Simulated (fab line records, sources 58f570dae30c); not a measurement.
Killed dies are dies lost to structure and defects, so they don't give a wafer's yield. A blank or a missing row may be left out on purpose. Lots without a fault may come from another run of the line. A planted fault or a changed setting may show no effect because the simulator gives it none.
fab line records | flow berkeley_cmos170
record lots=15 wafers=45 last_day=12
route steps=331 shown SCREENOX@102 PVT@118 GATE@138
lots that met no fault: from a run of the same line without faults
start_h: hours from the record's first day to the start of the lot's first wafer shown | wait_h: hours since the lot's step before | " the same as in the row above | L1.1+2: a row that stands for several wafers | - no value, or no start given | * or withheld: withheld | < > ~ a bound
route shown NAME@n: a module of which the file shows steps, and the number in the route of the first | usual: mean/standard deviation of fault-free wafers | same: alike in all rows | chamber/n: place in a boat | sites: the reading at each site | _std_site: their standard deviation | _edge_site: outer sites' mean less inner sites' | radius_mm: how far each site lies from the wafer's centre | mask NAME#n: copy n | behind: the tool/chamber that last shaped the wafer | hold: why the lot was held/for how many hours/how that ended | device: the transistor (n, p or np) that didn't switch | end of line: the same wafers' tests at the end of the route | a step without rows: its recipe alone | killed: dies lost to structure and defects at the first sort, not the wafer's yield | map: a wafer's dies, x killed, . not, _ none there
set.NAME: the setting as run; set.NAME@STEP: as run at that earlier step | model.NAME: the simulator's own value behind a step, which no gauge read
steps of the route over a sample of lots; a table a step, a row a wafer
services: from which hour (start_h, from the record's first day; less than 0 if before it) a tool's chamber was out of use, for how many hours, and why
## steps
# step UCB170_SCREENOX_THK_MEAS_02
# recipe reads=SiO2_of_SCREENOX_OXIDATION_01
# usual SCREENOX_OXIDE_THK=14.5/0.31
# columns lot.wafer tool chamber start_h wait_h SCREENOX_OXIDE_THK[nm]
L255.2 film_metro-04 - 136.51 0.1 14.5
L255.3 " - " " 14.6
L255.5 " - " " 14.6
L258.1 film_metro-02 - 146.96 0.0 14.9
L258.3 " - " " 14.9
L258.4 " - " " 15.0
L256.3 film_metro-01 - 146.98 0.0 14.5
L256.4 " - " " 14.7
L256.6 " - " " 14.8
L257.3 film_metro-04 - 146.98 0.0 14.5
L257.4 " - " " 14.3
L257.5 " - " " 14.7
L259.1 film_metro-01 - 163.90 0.0 14.2
L259.4 " - " " 14.5
L259.5 " - " " 14.3
L260.2 film_metro-01 - 178.94 0.1 14.6
L260.3 " - " " 14.3
L260.5 " - " " 14.4
L264.1 film_metro-02 - 189.45 0.0 14.8
L264.3 " - " " 14.8
L264.6 " - " " 14.7
L265.1 film_metro-01 - 200.63 0.0 13.9
L265.2 " - " " 14.1
L265.6 " - " " 13.9
L266.1 film_metro-04 - 200.63 0.0 14.1
L266.2 " - " " 14.3
L266.5 " - " " 14.1
L267.4 film_metro-02 - 200.66 0.0 14.0
L267.5 " - " " 14.3
L267.6 " - " " 14.4
L268.1 film_metro-01 - 217.74 0.0 14.2
L268.2 " - " " 14.4
L268.5 " - " " 14.2
L274.1 film_metro-01 - 233.42 0.0 14.7
L274.2 " - " " 14.7
L274.3 " - " " 14.8
L273.3 film_metro-04 - 233.44 0.0 14.7
L273.5 " - " " 14.8
L273.6 " - " " 14.8
L271.1 film_metro-02 - 233.45 0.0 14.9
L271.2 " - " " 15.0
L271.5 " - " " 15.1
L272.2 film_metro-04 - 233.49 0.1 14.8
L272.3 " - " " 14.9
L272.5 " - " " 15.1
# step UCB170_PVT_EXPOSE_03
# recipe mask_id=NWELL target_cd_nm=3000 na=0.5 sigma_outer=0.6 source_shape=conventional dose_mj=30
# usual exposure_dose_mJ_cm2=30.008/0.027 focus_offset_nm=0.0/0.55
# columns lot.wafer tool chamber start_h wait_h mask exposure_dose_mJ_cm2 focus_offset_nm
L255.2 krf_scanner-01 0 151.10 0.2 NWELL#0 29.980 0.6
L255.3 " 0 " " NWELL#0 30.027 -0.1
L255.5 " 0 " " NWELL#0 29.997 0.6
L257.3 krf_scanner-01 0 155.52 0.2 NWELL#0 29.992 -0.3
L257.4 " 0 " " NWELL#0 30.020 0.2
L257.5 " 0 " " NWELL#0 30.021 0.3
L258.1 krf_scanner-02 - 155.74 0.2 NWELL#0 - -
L258.3 " - " " NWELL#0 - -
L258.4 " - " " NWELL#0 - -
L256.3 krf_scanner-02 - 155.89 0.3 NWELL#0 - -
L256.4 " - " " NWELL#0 - -
L256.6 " - " " NWELL#0 - -
L259.1 krf_scanner-02 - 174.46 0.1 NWELL#0 - -
L259.4 " - " " NWELL#0 - -
L259.5 " - " " NWELL#0 - -
L260.2 krf_scanner-01 0 190.85 0.2 NWELL#0 29.978 -0.5
L260.3 " 0 " " NWELL#0 29.996 -0.1
L260.5 " 0 " " NWELL#0 30.015 0.3
L264.1 krf_scanner-01 0 196.55 0.2 NWELL#0 30.009 -0.7
L264.3 " 0 " " NWELL#0 29.989 -0.3
L264.6 " 0 " " NWELL#0 30.018 0.1
L265.1 krf_scanner-02 0 208.39 0.1 NWELL#0 30.021 -0.3
L265.2 " 0 " " NWELL#0 30.037 0.3
L265.6 " 0 " " NWELL#0 30.014 0.0
L266.1 krf_scanner-01 0 208.66 0.2 NWELL#0 30.041 0.0
L266.2 " 0 " " NWELL#0 30.049 -0.2
L266.5 " 0 " " NWELL#0 30.048 -0.2
L267.4 krf_scanner-02 0 209.02 0.2 NWELL#0 30.011 1.1
L267.5 " 0 " " NWELL#0 30.022 1.6
L267.6 " 0 " " NWELL#0 30.039 0.8
L268.1 krf_scanner-01 0 226.64 0.2 NWELL#0 29.998 -1.4
L268.2 " 0 " " NWELL#0 30.023 -1.0
L268.5 " 0 " " NWELL#0 30.021 -0.2
L273.3 krf_scanner-02 0 243.21 0.1 NWELL#0 29.974 -0.9
L273.5 " 0 " " NWELL#0 29.955 -0.3
L273.6 " 0 " " NWELL#0 29.961 -0.4
L271.1 krf_scanner-02 0 244.06 0.1 NWELL#0 29.993 0.2
L271.2 " 0 " " NWELL#0 30.006 -0.9
L271.5 " 0 " " NWELL#0 29.961 0.1
L272.2 krf_scanner-02 0 244.20 0.2 NWELL#0 30.035 0.0
L272.3 " 0 " " NWELL#0 30.061 0.5
L272.5 " 0 " " NWELL#0 30.027 -0.6
L274.1 krf_scanner-02 0 244.53 0.1 NWELL#0 30.005 -0.8
L274.2 " 0 " " NWELL#0 30.028 -0.2
L274.3 " 0 " " NWELL#0 30.029 -0.1
# step UCB170_PVT_OVL_MEAS_06
# usual PVT_OVL=-2/4.6
# columns lot.wafer tool chamber start_h wait_h PVT_OVL[nm]
L255.2 overlay-02 - 151.69 - -4
L255.3 " - " " 1
L255.5 " - " " -3
L257.3 overlay-01 - 155.88 - 3
L257.4 " - " " 0
L257.5 " - " " 4
L258.1 overlay-01 - 156.16 - -
L258.3 " - " " -
L258.4 " - " " -
L256.3 overlay-01 - 156.43 - -
L256.4 " - " " -
L256.6 " - " " -
L259.1 overlay-02 - 175.67 - -
L259.4 " - " " -
L259.5 " - " " -
L260.2 overlay-01 - 191.93 - 3
L260.3 " - " " 1
L260.5 " - " " 4
L264.1 overlay-02 - 197.42 - -2
L264.3 " - " " 1
L264.6 " - " " -4
L265.1 overlay-01 - 208.81 - -9
L265.2 " - " " -6
L265.6 " - " " -13
L266.1 overlay-02 - 209.12 - -8
L266.2 " - " " -5
L266.5 " - " " -10
L267.4 overlay-01 - 209.55 - 1
L267.5 " - " " -1
L267.6 " - " " -1
L268.1 overlay-01 - 227.52 - -7
L268.2 " - " " 1
L268.5 " - " " -2
L273.3 overlay-02 - 244.32 - -4
L273.5 " - " " -7
L273.6 " - " " -2
L271.1 overlay-01 - 245.03 - -8
L271.2 " - " " -2
L271.5 " - " " -6
L272.2 overlay-02 - 245.32 - -5
L272.3 " - " " -1
L272.5 " - " " 2
L274.1 overlay-02 - 245.60 - -7
L274.2 " - " " 1
L274.3 " - " " -4
# step UCB170_GATE_CD_MEAS_12
# recipe target_cd_nm=350
# usual cd_nm=349.8/1.2
# columns lot.wafer tool chamber start_h wait_h cd_nm
L255.2 cd_sem-02 - 164.53 - 351.4
L255.3 " - " " 351.6
L255.5 " - " " 351.1
L257.3 cd_sem-01 - 172.78 - 349.6
L257.4 " - " " 349.1
L257.5 " - " " 350.2
L256.3 cd_sem-01 - 172.90 - 350.4
L256.4 " - " " 351.7
L256.6 " - " " 351.1
L258.1 cd_sem-01 - 173.01 - 349.1
L258.3 " - " " 350.6
L258.4 " - " " 351.7
L259.1 cd_sem-02 - 191.84 - 349.4
L259.4 " - " " 348.4
L259.5 " - " " 347.7
L260.2 cd_sem-02 - 202.96 - 349.8
L260.3 " - " " 349.6
L260.5 " - " " 350.1
L264.1 cd_sem-02 - 210.12 - 348.8
L264.3 " - " " 348.3
L264.6 " - " " 349.5
L265.1 cd_sem-01 - 224.73 - 348.5
L265.2 " - " " 350.6
L265.6 " - " " 348.4
L267.4 cd_sem-02 - 224.81 - 351.3
L267.5 " - " " 351.9
L267.6 " - " " 350.5
L266.1 cd_sem-01 - 224.98 - 349.3
L266.2 " - " " 349.6
L266.5 " - " " 349.4
L268.1 cd_sem-02 - 247.03 - 350.9
L268.2 " - " " 350.2
L268.5 " - " " 350.4
L272.2 cd_sem-01 - 254.91 - 349.4
L272.3 " - " " 349.8
L272.5 " - " " 350.5
L271.1 cd_sem-02 - 254.92 - 350.7
L271.2 " - " " 350.3
L271.5 " - " " 348.9
L273.3 cd_sem-02 - 255.21 - 349.8
L273.5 " - " " 350.3
L273.6 " - " " 349.0
L274.1 cd_sem-01 - 255.28 - 349.1
L274.2 " - " " 348.7
L274.3 " - " " 348.4
## services
# columns tool chamber start_h hours kind
krf_scanner-02 - 131.60 1.3 pm
krf_scanner-02 - 152.03 1.0 pm
krf_scanner-01 - 178.02 6.8 repair
krf_scanner-01 - 242.87 1.0 pm
krf_scanner-01 - 243.87 1.3 pm
## key
first_sign step=UCB170_PVT_EXPOSE_03 reading=tool_record direction=missing
effect none on later readings
met_at UCB170_PVT_EXPOSE_03
struck_lots L256,L258,L259
sort_left_out L256.3,L256.4,L256.6,L258.1,L258.3,L258.4,L259.1,L259.4,L259.5
tester_left_out L256,L258,L259
not_acting_at UCB170_SCREENOX_THK_MEAS_02,UCB170_PVT_OVL_MEAS_06,UCB170_GATE_CD_MEAS_12
fault kind=skipped_step_whole tool=krf_scanner-02 chamber=- onset_h=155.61 steps=UCB170_PVT_EXPOSE_03 scope=struck_lots_only
# tester_left_out: of these lots the tester's yield and bins aren't shown, on N5 and GAA mostly nor the transistor test; their killed dies are dies lost to structure and defects alone, not to doping, threshold or leakage, so they don't give the yield
# sort_left_out: the simulated sort isn't trusted on such a fault, so these wafers' sort isn't shown, and their yield isn't known
